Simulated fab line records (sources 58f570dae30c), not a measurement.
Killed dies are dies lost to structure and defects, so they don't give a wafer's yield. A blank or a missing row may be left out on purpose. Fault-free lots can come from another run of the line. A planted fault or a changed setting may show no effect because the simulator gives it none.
The tool behind it: which one? / flow berkeley_cmos170 / route of 331 steps, sampled at 1 step: 8 lots, 24 wafers

== WHAT THE GAUGES SHOWED, per wafer ==
UCB170_NWELL_THK_MEAS_02.
lot=L428; measured=day 2 03:31; on=film_metro-02; NWELL_OXIDE_THK (nm)=26.4 26.6 26.0
lot=L430; measured=day 2 16:06; on=film_metro-03; NWELL_OXIDE_THK (nm)=26.0 26.3 26.1
lot=L435; measured=day 3 14:47; on=film_metro-02; NWELL_OXIDE_THK (nm)=25.7 26.7 26.2
lot=L436; measured=day 3 23:08; on=film_metro-01; NWELL_OXIDE_THK (nm)=26.9 27.1 27.1
lot=L438; measured=day 4 07:50; on=film_metro-01; NWELL_OXIDE_THK (nm)=27.2 27.0 26.8
lot=L443; measured=day 5 07:13; on=film_metro-03; NWELL_OXIDE_THK (nm)=26.9 26.9 26.9
lot=L445; measured=day 5 18:22; on=film_metro-02; NWELL_OXIDE_THK (nm)=26.6 26.3 26.7
lot=L448; measured=day 6 11:35; on=film_metro-02; NWELL_OXIDE_THK (nm)=26.9 27.2 27.1

== WHICH TOOL RAN EACH LOT (tool, then ch and the chambers of the sampled wafers, then the start) ==
The record holds no process step before these readings.

== THE ANSWER, worked out from the rows above alone ==
Rule: the usual values come from the lots themselves. The widest of any qualifying gaps counts: lots, ordered by their means at a reading, are off when they make up no more than a third of the lots, leave a main group of 4 or more, and stand apart from it by 3 or more times the standard deviation of that group's means. The tables above print the reading to a certain number of digits; a main group whose means all agree to those digits is not used. A lot without any number at a reading at which 4 lots or more have one is off too. All remaining lots with rows at the step are treated as sound.
Nothing can be told from this: no lot is off at any reading shown.

== WHAT HAD BEEN PUT IN BY THE SIMULATOR ==
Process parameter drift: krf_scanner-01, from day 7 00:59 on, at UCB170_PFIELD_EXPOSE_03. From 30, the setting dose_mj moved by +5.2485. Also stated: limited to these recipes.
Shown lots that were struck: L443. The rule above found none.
